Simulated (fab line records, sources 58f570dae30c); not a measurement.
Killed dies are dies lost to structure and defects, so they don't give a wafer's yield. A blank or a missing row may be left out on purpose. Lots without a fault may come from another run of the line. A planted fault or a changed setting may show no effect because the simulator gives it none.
Chamber matching | flow berkeley_cmos170 | UCB170_GATE_ETCH_15 on rie_si-02: 4 sister chambers
The step etches poly-Si in HBr/Cl2, stops on SiO2, time 56.3 s, target depth 278.2 nm. 16 wafers are shown with their chamber, then 8 later ones without.

WAFERS WITH THEIR CHAMBER
wafer  | chamber | throttle_valve_pct (%) | drypump_motor_current_A (A) | oes_product_au (a.u.)
L562.1 | 0       | 26.41                  | 5.52                        | 0.834
L562.5 | 2       | 26.64                  | 5.83                        | 0.849
L562.6 | 1       | 26.75                  | 5.67                        | 0.833
L568.2 | 2       | 26.64                  | 5.87                        | 0.834
L568.4 | 1       | 26.76                  | 5.66                        | 0.831
L568.6 | 1       | 26.76                  | 5.68                        | 0.828
L567.2 | 3       | 26.27                  | 5.76                        | 0.821
L567.3 | 1       | 26.78                  | 5.64                        | 0.846
L567.5 | 0       | 26.39                  | 5.53                        | 0.831
L578.2 | 0       | 26.42                  | 5.53                        | 0.840
L578.4 | 1       | 26.76                  | 5.72                        | 0.840
L578.5 | 1       | 26.76                  | 5.69                        | 0.826
L579.1 | 0       | 26.41                  | 5.53                        | 0.829
L579.3 | 2       | 26.65                  | 5.84                        | 0.846
L579.4 | 1       | 26.76                  | 5.68                        | 0.834
L581.2 | 2       | 26.63                  | 5.85                        | 0.848

SIGNATURES (means of the wafers above)
reading                 | chamber 0 | chamber 1 | chamber 2 | chamber 3 | scatter within a chamber
throttle_valve_pct      | 26.4075   | 26.7614   | 26.6400   | 26.2700   | 0.00983
drypump_motor_current_A | 5.5275    | 5.6771    | 5.8475    | 5.7600    | 0.0198
oes_product_au          | 0.83350   | 0.83400   | 0.84425   | 0.82100   | 0.00648
Rule: a wafer's distance from a chamber is the root of the sum, over the readings, of the square of ((its reading less the chamber's mean) divided by the reading's scatter). The wafer belongs to the nearest chamber; if the next one is less than 2 further off, it can't be placed. The scatter: the root of (the sum of the squares of (reading less its chamber's mean) over the shown wafers, divided by (wafers less chambers)).

WAFERS WITHOUT THEIR CHAMBER
wafer  | throttle_valve_pct (%) | drypump_motor_current_A (A) | oes_product_au (a.u.)
L581.4 | 26.41                  | 5.60                        | 0.830
L581.5 | 26.41                  | 5.57                        | 0.833
L583.1 | 26.63                  | 5.84                        | 0.847
L583.2 | 26.09                  | 5.73                        | 0.862
L583.3 | 26.42                  | 5.53                        | 0.829
L584.1 | 26.08                  | 5.72                        | 0.851
L584.4 | 26.76                  | 5.68                        | 0.835
L584.5 | 26.76                  | 5.67                        | 0.838

WHICH CHAMBER EACH WENT THROUGH
wafer  | from the rows above | in truth
L581.4 | 0                   | 0
L581.5 | 0                   | 0
L583.1 | 2                   | 2
L583.2 | 3                   | 3
L583.3 | 0                   | 0
L584.1 | 3                   | 3
L584.4 | 1                   | 1
L584.5 | 1                   | 1
Placed correctly: 8 of 8. Can't be placed from these rows: 0. Placed wrongly: 0.
